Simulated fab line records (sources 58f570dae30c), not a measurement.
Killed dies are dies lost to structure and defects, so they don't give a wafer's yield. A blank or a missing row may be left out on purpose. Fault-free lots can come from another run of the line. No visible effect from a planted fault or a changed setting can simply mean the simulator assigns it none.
What tool caused it?	flow berkeley_cmos170	Sampling: 14 lots, 42 wafers, 4 of 331 route steps

## WHAT THE GAUGES SHOWED, per wafer
UCB170_V2_CD_MEAS_12 targets a cd of 700 nm. Usual: 699.9 nm for cd_nm, sd 1.3.
lot	measured	on	cd_nm (nm)	flag
L505	day 9 05:43	cd_sem-02	696.9 698.0 698.2	
L504	day 9 06:43	cd_sem-02	696.6 697.6 698.4	
L506	day 9 12:07	cd_sem-02	702.3 702.0 700.4	
L508	day 9 20:41	cd_sem-01	702.6 702.6 702.2	
L510	day 9 21:02	cd_sem-02	699.2 700.6 700.0	
L512	day 10 10:48	cd_sem-01	699.9 698.4 699.5	
L513	day 10 12:50	cd_sem-02	701.8 701.5 700.4	
L515	day 10 20:44	cd_sem-01	698.7 700.3 698.3	
L514	day 10 23:04	cd_sem-01	734.2 734.2 732.9	OFF
L517	day 11 08:58	cd_sem-01	735.1 734.3 734.1	OFF
L524	day 12 15:47	cd_sem-02	700.0 700.4 700.0	
L525	day 13 10:32	cd_sem-02	701.7 701.8 701.3	
L527	day 13 20:07	cd_sem-01	699.3 699.6 698.4	
L526	day 13 23:14	cd_sem-02	701.6 700.0 701.4	

## EACH LOT AND THE TOOL THAT RAN IT (in order: tool; ch and the chambers of the sampled wafers; start)
lot	UCB170_CONTACT_STRIP_06	UCB170_M2_METAL_ETCH_18	UCB170_V2_PEB_10
L505	plasma_asher-01 ch 0,1, day 8 14:07	rie_metal-02 ch 0,1, day 9 03:31	litho_track-03 ch 0, day 9 05:26
L504	plasma_asher-04 ch 1, day 8 14:21	rie_metal-01 ch 0, day 9 03:55	litho_track-03 ch 0, day 9 06:26
L506	plasma_asher-02 ch 1, day 8 20:25	rie_metal-02 ch 0,1, day 9 09:52	litho_track-04 ch 0, day 9 11:50
L508	plasma_asher-04 ch 0,1, day 9 06:37	rie_metal-02 ch 1, day 9 18:22	litho_track-04 ch 0, day 9 20:25
L510	plasma_asher-01 ch 0,1, day 9 06:37	rie_metal-03 ch 0,1, day 9 18:39	litho_track-03 ch 0, day 9 20:46
L512	plasma_asher-02 ch 0,1, day 9 21:04	rie_metal-01 ch 0, day 10 08:15	litho_track-02 ch 0, day 10 10:32
L513	plasma_asher-04 ch 1, day 9 21:08	rie_metal-03 ch 0,1, day 10 09:46	litho_track-03 ch 0, day 10 12:34
L515	plasma_asher-01 ch 0,1, day 10 05:24	rie_metal-01 ch 0,1, day 10 16:25	litho_track-02 ch 0, day 10 20:28
L514	plasma_asher-04 ch 0,1, day 10 05:38	rie_metal-02 ch 0,1, day 10 20:55	litho_track-02 ch 0, day 10 22:48
L517	plasma_asher-02 ch 0,1, day 10 16:44	rie_metal-01 ch 0,1, day 11 06:41	litho_track-02 ch 0, day 11 08:41
L524	plasma_asher-01 ch 0,1, day 11 22:40	rie_metal-03 ch 0,1, day 12 10:56	litho_track-03 ch 0, day 12 15:00
L525	plasma_asher-02 ch 0,1, day 12 20:40	rie_metal-03 ch 0,1, day 13 08:20	litho_track-04 ch 0, day 13 10:16
L527	plasma_asher-02 ch 0,1, day 13 05:17	rie_metal-03 ch 0,1, day 13 17:37	litho_track-02 ch 0, day 13 19:44
L526	plasma_asher-02 ch 0,1, day 13 06:38	rie_metal-01 ch 0,1, day 13 20:17	litho_track-02 ch 0, day 13 22:58
- UCB170_CONTACT_STRIP_06: strips in O2.
- UCB170_M2_METAL_ETCH_18: etches Al in Cl2/BCl3, stops on SiO2, target depth 1170 nm, time 195 s.
- UCB170_V2_PEB_10

## WHAT THE TOOLS THEMSELVES READ (means of the sampled wafers that have a number; where no wafer has one, the mark that the record gives instead)
UCB170_CONTACT_STRIP_06. Usual: drypump_motor_current_A 5.8 A, standard deviation 0.32; oes_product_au 0.735 a.u., standard deviation 0.0044; strip_time_to_endpoint_s 21.96 s, standard deviation 0.063.
lot	tool	drypump_motor_current_A (A)	oes_product_au (a.u.)	strip_time_to_endpoint_s (s)	flag
L505	plasma_asher-01	5.8	0.733	21.95	
L504	plasma_asher-04	5.7	0.730	21.94	
L506	plasma_asher-02	5.3	0.732	21.99	
L508	plasma_asher-04	5.9	0.734	21.96	
L510	plasma_asher-01	6.0	0.734	21.94	
L512	plasma_asher-02	5.9	0.740	21.97	
L513	plasma_asher-04	5.7	0.734	21.97	
L515	plasma_asher-01	5.8	0.735	21.85	
L514	plasma_asher-04	5.8	0.728	22.08	
L517	plasma_asher-02	5.9	0.739	22.00	
L524	plasma_asher-01	5.8	0.731	21.90	
L525	plasma_asher-02	5.6	0.735	21.84	
L527	plasma_asher-02	5.6	0.732	22.00	
L526	plasma_asher-02	5.9	0.739	21.91	

UCB170_M2_METAL_ETCH_18. Usual: drypump_motor_current_A 6.0 A, standard deviation 0.49; oes_product_au 0.851 a.u., standard deviation 0.011; throttle_valve_pct 24.41 %, standard deviation 0.2.
lot	tool	drypump_motor_current_A (A)	oes_product_au (a.u.)	throttle_valve_pct (%)	flag
L505	rie_metal-02	6.4	0.848	24.46	
L504	rie_metal-01	6.7	0.839	24.29	
L506	rie_metal-02	6.3	0.856	24.46	
L508	rie_metal-02	6.0	0.844	24.70	
L510	rie_metal-03	5.6	0.862	24.29	
L512	rie_metal-01	6.7	0.831	24.29	
L513	rie_metal-03	5.5	0.862	24.28	
L515	rie_metal-01	6.3	0.847	24.32	
L514	rie_metal-02	6.4	0.841	24.44	
L517	rie_metal-01	6.0	0.847	24.37	
L524	rie_metal-03	5.5	0.858	24.28	
L525	rie_metal-03	5.6	0.857	24.42	
L527	rie_metal-03	5.6	0.857	24.42	
L526	rie_metal-01	5.9	0.857	24.37	

UCB170_V2_PEB_10. Usual: heater_power_total_W 56.79 W, standard deviation 0.048; plate_temp_C 129.99 C, standard deviation 0.12.
lot	tool	heater_power_total_W (W)	plate_temp_C (C)	flag
L505	litho_track-03	56.84	130.02	
L504	litho_track-03	56.81	129.91	
L506	litho_track-04	56.78	129.93	
L508	litho_track-04	56.76	129.99	
L510	litho_track-03	56.75	129.92	
L512	litho_track-02	56.77	129.97	
L513	litho_track-03	56.74	130.21	
L515	litho_track-02	56.77	129.95	
L514	litho_track-02	61.12	137.57	OFF
L517	litho_track-02	61.08	137.52	OFF
L524	litho_track-03	56.80	129.97	
L525	litho_track-04	56.78	130.03	
L527	litho_track-02	56.80	129.88	
L526	litho_track-02	56.77	129.94	

## THE ANSWER, worked out from the rows above alone
Rule: take the mean of a lot's wafers that have a number; if it is more than 3 standard deviations from the usual mean, the lot is off. A lot without any number at a reading at which 4 lots or more have one is off too. All remaining lots with rows at the step are treated as sound. After the gauges, taken in route order, come the tools' own readings; for these a lot's mean is taken, as printed above. At the first step where some lot is off, the reading lying furthest off is the one used; lots without a number count as furthest.
Off: L514, L517, at UCB170_V2_CD_MEAS_12 (cd_nm).
If a tool, at a process step before that reading, ran all the lots that are off and no sound lot after the first of them, it fits. The gauges at UCB170_V2_CD_MEAS_12 aren't tried: what is off there is off at UCB170_V2_PEB_10 too, on other tools, and a gauge's error can't cause that. Not one of the candidates tried fits.

## WHAT THE SIMULATOR PUT IN
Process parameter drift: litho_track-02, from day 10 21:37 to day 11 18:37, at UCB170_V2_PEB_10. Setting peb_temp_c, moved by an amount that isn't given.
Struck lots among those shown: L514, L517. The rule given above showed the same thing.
